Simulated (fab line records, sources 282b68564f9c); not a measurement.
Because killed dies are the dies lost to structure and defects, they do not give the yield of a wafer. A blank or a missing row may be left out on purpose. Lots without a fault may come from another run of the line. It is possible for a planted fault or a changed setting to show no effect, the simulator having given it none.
A struck lot beside a sound one | flow ritCmos | 20 steps out of a route of 202
Sound: wafers L821.1, L821.3, L821.6. The struck wafers were L832.1, L832.4, L832.5. The cause is given at the end.
For every step that has rows: the tool of each side, followed by ch and its chambers, followed by its first start. Under that, the readings that differ: sound wafers | struck wafers | difference of the means | sigmas: that difference in standard deviations of wafers without a fault.
alike: readings whose means differ by less than 2 such deviations, and words and numbers that are the same on both sides. not compared: withheld readings, readings that some wafer has no value for, bounds like >300 that may hide the same value, and numbers for which the record gives no deviation and whose values overlap.
Wherever a step has rows on one side only, a row that says differs or no value, or a row with sigmas, the two part there. When numbers do not overlap yet have no deviation, they are printed without sigmas and do not part them. Lack of a reading on every wafer of one side parts them only where that side has two or more wafers.

first, 2 steps without rows for these wafers: RIT_NWELL_HARDBAKE_07 (time 120 s); RIT_NWELL_IMPLANT_08.
RIT_NWELL_STRIP_09: strips in O2, time 180 s.
  sound on plasmaAsher-04 ch 0,1, day 2 09:33; struck on plasmaAsher-03 ch 0,1, day 4 13:35
  alike: drypumpMotorCurrentA
  not compared: rfHoursCounterH
RIT_NWELL_TW_MEAS_10:
  sound on filmMetro-04 at day 2 09:43; struck on filmMetro-03 at day 4 13:45
  alike: NWELL_TW
then, 6 steps without rows for these wafers: RIT_PWELL_HMDS_00 (prime time 60 s); RIT_PWELL_COAT_01 (resist thk 1300 nm); RIT_PWELL_SOFTBAKE_02 (time 60 s); RIT_PWELL_EXPOSE_03 (exposes mask M3, target cd 43700 nm); RIT_PWELL_PEB_04; RIT_PWELL_DEVELOP_05 (develop time 68 s).
RIT_PWELL_OVL_MEAS_06:
  sound on overlay-02 at day 2 10:40; struck on overlay-02 at day 4 14:41
  alike: PWELL_OVL
then, 1 step without rows for these wafers: RIT_PWELL_HARDBAKE_07 (time 120 s).
RIT_PWELL_IMPLANT_08:
  sound on implanter-04 ch 0, day 2 10:57; struck on implanter-04 ch 0, day 4 15:22
RIT_PWELL_STRIP_09: strips in O2, time 180 s.
  sound on plasmaAsher-04 ch 0, day 2 11:06; struck on plasmaAsher-02 ch 0,1, day 4 15:31
  alike: drypumpMotorCurrentA
  not compared: rfHoursCounterH
RIT_PWELL_TW_MEAS_10:
  sound on filmMetro-03 at day 2 11:17; struck on filmMetro-04 at day 4 15:41
reading  | sound       | struck         | difference | sigmas
PWELL_TW | 956 954 954 | 1164 1171 1165 | +212       | +18
then, 1 step without rows for these wafers: RIT_WELLDRIVE_ANNEAL_00 (time 14700 s).
RIT_WELLDRIVE_RS_MEAS_01: a four-point-probe measurement.
  sound on filmMetro-02 at day 2 17:52; struck on filmMetro-02 at day 4 20:50
  alike: NWELL_RS
RIT_WELLDRIVE_RS_MEAS_02: a four-point-probe measurement.
  sound on filmMetro-02 at day 2 17:59; struck on filmMetro-02 at day 4 20:57
reading           | sound             | struck            | difference | sigmas
PWELL_RS (ohm/sq) | 429.6 429.3 427.3 | 279.3 279.2 279.2 | -149.5     | -88
then, 1 step without rows for these wafers: RIT_NRETRO_HMDS_00 (prime time 60 s).
RIT_M1_PROBE_99:
  the record has rows for the struck wafers here (prober-01, day 6 01:34) and none for the sound ones

== WHERE THEY PART ==
First at RIT_PWELL_TW_MEAS_10; last, within this record, at RIT_M1_PROBE_99.

WHY: the cause the simulator had injected
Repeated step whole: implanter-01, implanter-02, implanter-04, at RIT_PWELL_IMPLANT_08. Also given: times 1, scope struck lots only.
